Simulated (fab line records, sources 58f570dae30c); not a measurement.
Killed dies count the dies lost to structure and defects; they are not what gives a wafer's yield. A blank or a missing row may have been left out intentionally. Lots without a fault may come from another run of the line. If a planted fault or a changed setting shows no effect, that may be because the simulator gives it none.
The tool behind it: which one? + flow berkeley_cmos170 + Sampling: 15 lots, 45 wafers, 6 of 331 route steps

== WHAT THE GAUGES READ, wafer by wafer ==
UCB170_PWELL_THK_MEAS_03.
| lot  | measured    | on            | PWELL_OXIDE_THK (nm) |
|------|-------------|---------------|----------------------|
| L614 | day 2 17:45 | film_metro-02 | 26.5 26.6 25.8       |
| L616 | day 2 22:23 | film_metro-01 | 26.0 26.4 26.3       |
| L617 | day 3 04:58 | film_metro-02 | 25.9 25.8 26.4       |
| L619 | day 3 15:12 | film_metro-04 | 27.0 27.0 27.0       |
| L620 | day 3 22:08 | film_metro-02 | 26.9 26.5 26.6       |
| L621 | day 4 01:34 | film_metro-02 | 26.4 25.6 26.0       |
| L629 | day 5 15:29 | film_metro-01 | 25.9 26.2 26.1       |
| L630 | day 6 01:58 | film_metro-02 | 26.4 26.4 26.5       |
| L631 | day 6 09:25 | film_metro-04 | 26.9 27.1 27.2       |
| L632 | day 6 15:10 | film_metro-01 | 26.8 26.9 26.6       |
| L633 | day 7 00:37 | film_metro-02 | 26.3 26.5 26.2       |
| L634 | day 7 00:37 | film_metro-01 | 26.1 26.4 26.2       |
| L635 | day 7 08:19 | film_metro-04 | 26.8 26.6 26.4       |
| L637 | day 7 13:50 | film_metro-02 | 26.6 26.2 26.3       |
| L636 | day 7 13:53 | film_metro-02 | 26.1 26.6 26.3       |

UCB170_ACTIVE_THK_MEAS_03.
| lot  | measured    | on            | ACTIVE_OXIDE_THK (nm) |
|------|-------------|---------------|-----------------------|
| L614 | day 3 19:20 | film_metro-03 | 25.9 25.9 26.2        |
| L616 | day 4 01:21 | film_metro-03 | 26.8 27.0 27.1        |
| L617 | day 4 07:38 | film_metro-01 | 25.2 25.9 25.6        |
| L619 | day 4 15:57 | film_metro-01 | 27.1 26.7 26.8        |
| L620 | day 4 23:40 | film_metro-03 | 27.8 27.3 27.7        |
| L621 | day 4 23:39 | film_metro-04 | 26.9 26.7 27.1        |
| L629 | day 6 20:26 | film_metro-01 | 26.1 26.4 26.3        |
| L630 | day 7 06:10 | film_metro-03 | 25.5 26.5 26.3        |
| L631 | day 7 11:35 | film_metro-03 | 26.8 26.8 26.9        |
| L632 | day 7 19:57 | film_metro-04 | 26.1 26.4 26.4        |
| L633 | day 8 00:02 | film_metro-03 | 25.4 25.5 26.0        |
| L634 | day 8 00:02 | film_metro-01 | 25.6 25.7 25.6        |
| L635 | day 8 19:17 | film_metro-03 | 26.7 26.1 26.3        |
| L637 | day 8 22:01 | film_metro-03 | 26.1 26.4 26.1        |
| L636 | day 8 22:04 | film_metro-01 | 26.0 26.0 26.2        |

UCB170_NVT_OVL_MEAS_06.
| lot  | measured     | on         | NVT_OVL (nm) |
|------|--------------|------------|--------------|
| L614 | day 5 06:19  | overlay-02 | 4 0 1        |
| L616 | day 5 13:23  | overlay-01 | 13 13 9      |
| L617 | day 6 07:58  | overlay-02 | 2 7 5        |
| L619 | day 6 07:49  | overlay-01 | 7 13 18      |
| L620 | day 6 22:43  | overlay-01 | 9 11 4       |
| L621 | day 6 22:26  | overlay-02 | 3 -4 0       |
| L629 | day 8 13:40  | overlay-02 | 5 -3 4       |
| L630 | day 9 02:44  | overlay-02 | - - -        |
| L631 | day 9 02:29  | overlay-01 | - - -        |
| L632 | day 9 11:20  | overlay-01 | - - -        |
| L633 | day 9 10:55  | overlay-01 | 3 4 10       |
| L634 | day 9 10:37  | overlay-01 | 5 0 -3       |
| L635 | day 10 06:59 | overlay-01 | 5 1 9        |
| L637 | day 10 07:16 | overlay-01 | 3 4 2        |
| L636 | day 10 07:02 | overlay-02 | -5 -9 -6     |

UCB170_PVT_TW_MEAS_09.
| lot  | measured     | on            | PVT_TW      |
|------|--------------|---------------|-------------|
| L614 | day 5 09:00  | film_metro-04 | 513 511 511 |
| L616 | day 5 15:23  | film_metro-02 | 504 504 503 |
| L617 | day 6 10:06  | film_metro-02 | 505 506 506 |
| L619 | day 6 09:59  | film_metro-01 | 498 500 498 |
| L620 | day 7 00:26  | film_metro-01 | 502 502 502 |
| L621 | day 7 00:15  | film_metro-04 | 512 510 507 |
| L629 | day 8 15:35  | film_metro-04 | 508 510 511 |
| L630 | day 9 07:35  | film_metro-04 | 646 647 648 |
| L631 | day 9 07:18  | film_metro-02 | 636 634 639 |
| L632 | day 9 13:16  | film_metro-04 | 642 641 641 |
| L633 | day 9 12:52  | film_metro-01 | 496 497 496 |
| L634 | day 9 12:18  | film_metro-04 | 513 513 513 |
| L635 | day 10 11:20 | film_metro-02 | 508 509 507 |
| L637 | day 10 11:31 | film_metro-02 | 509 506 509 |
| L636 | day 10 11:19 | film_metro-04 | 510 508 509 |

UCB170_GATE_CD_MEAS_12: the cd target is 350 nm.
| lot  | measured     | on        | cd_nm (nm)        |
|------|--------------|-----------|-------------------|
| L614 | day 5 22:31  | cd_sem-01 | 348.7 348.8 348.4 |
| L616 | day 6 06:01  | cd_sem-01 | 352.4 351.8 352.1 |
| L617 | day 7 00:44  | cd_sem-01 | 349.7 348.7 349.0 |
| L619 | day 7 00:32  | cd_sem-02 | 349.1 350.2 350.2 |
| L620 | day 7 12:54  | cd_sem-01 | 350.2 351.2 351.0 |
| L621 | day 7 12:38  | cd_sem-02 | 352.3 353.2 352.5 |
| L629 | day 9 07:17  | cd_sem-01 | 348.3 347.6 347.7 |
| L630 | day 9 17:01  | cd_sem-02 | 349.1 350.7 350.3 |
| L631 | day 9 17:07  | cd_sem-01 | 350.9 351.9 351.3 |
| L632 | day 9 21:34  | cd_sem-01 | 347.6 348.5 348.9 |
| L633 | day 9 21:51  | cd_sem-01 | 352.8 352.5 352.2 |
| L634 | day 9 21:20  | cd_sem-02 | 349.8 350.2 350.3 |
| L635 | day 10 22:05 | cd_sem-02 | 349.1 350.0 348.4 |
| L637 | day 10 22:07 | cd_sem-01 | 349.8 348.0 350.5 |
| L636 | day 10 22:22 | cd_sem-01 | 349.7 348.8 350.7 |

== WHICH TOOL RAN EACH LOT (tool, then ch and the chambers of the sampled wafers, then the start) ==
| lot  | UCB170_NVT_COAT_01                |
|------|-----------------------------------|
| L614 | litho_track-02 ch 0, day 5 04:46  |
| L616 | litho_track-02 ch 0, day 5 12:41  |
| L617 | litho_track-02 ch 0, day 6 07:19  |
| L619 | litho_track-03 ch 0, day 6 07:00  |
| L620 | litho_track-01 ch 0, day 6 21:37  |
| L621 | litho_track-02 ch 0, day 6 21:22  |
| L629 | litho_track-03 ch 0, day 8 12:52  |
| L630 | litho_track-02, day 9 01:56       |
| L631 | litho_track-03, day 9 01:38       |
| L632 | litho_track-02, day 9 10:09       |
| L633 | litho_track-01 ch 0, day 9 10:04  |
| L634 | litho_track-03 ch 0, day 9 09:46  |
| L635 | litho_track-01 ch 0, day 10 05:25 |
| L637 | litho_track-03 ch 0, day 10 05:34 |
| L636 | litho_track-02 ch 0, day 10 05:34 |
- UCB170_NVT_COAT_01: resist thk 900 nm.

== AS READ BY THE TOOLS THEMSELVES (means over the sampled wafers that have a number; for cases with no such wafer, the mark the record gives instead) ==
UCB170_NVT_COAT_01.
| lot  | tool           | chill_plate_temp_C (C) | dispense_pressure_kPa (kPa) |
|------|----------------|------------------------|-----------------------------|
| L614 | litho_track-02 | 22.96                  | 55.6                        |
| L616 | litho_track-02 | 22.97                  | 55.6                        |
| L617 | litho_track-02 | 23.07                  | 55.6                        |
| L619 | litho_track-03 | 23.13                  | 53.8                        |
| L620 | litho_track-01 | 22.95                  | 49.4                        |
| L621 | litho_track-02 | 23.02                  | 55.6                        |
| L629 | litho_track-03 | 23.06                  | 53.8                        |
| L630 | litho_track-02 | -                      | -                           |
| L631 | litho_track-03 | -                      | -                           |
| L632 | litho_track-02 | -                      | -                           |
| L633 | litho_track-01 | 22.91                  | 49.5                        |
| L634 | litho_track-03 | 23.02                  | 53.8                        |
| L635 | litho_track-01 | 22.96                  | 49.5                        |
| L637 | litho_track-03 | 23.01                  | 53.8                        |
| L636 | litho_track-02 | 22.90                  | 55.6                        |

== THE ANSWER, worked out from the rows above alone ==
Rule: usual is defined by the lots themselves. Put in order of their means at a reading, lots are off if they are a third of the lots or fewer, leave a main group of 4 or more, and stand apart from it by a gap of 3 or more times the standard deviation of the main group's means; of several such gaps the widest counts. Not used: any main group whose means are identical at the precision the tables above print for the reading. A lot without any number at a reading at which 4 lots or more have one is off too. All remaining lots with rows at the step are treated as sound. Order of review: gauges by route order, followed by the tools' own readings, for which a lot's mean as printed above is used. The first step at which some lot is off is used, and at that step the reading that is off furthest; a lot without a number counts as furthest.
Off: L630, L631, L632, at UCB170_NVT_OVL_MEAS_06 (NVT_OVL). Without a number there: L630, L631, L632. For the main group the mean is 4 nm and the standard deviation 5.1.
If a tool, at a process step before that reading, ran all the lots that are off and no sound lot after the first of them, it fits. Not tried: the gauges at UCB170_NVT_OVL_MEAS_06; whatever is off there is also off at UCB170_PVT_TW_MEAS_09, on other tools, and gauge error can't account for it. None of those tried fits.

== WHAT THE SIMULATOR PUT IN ==
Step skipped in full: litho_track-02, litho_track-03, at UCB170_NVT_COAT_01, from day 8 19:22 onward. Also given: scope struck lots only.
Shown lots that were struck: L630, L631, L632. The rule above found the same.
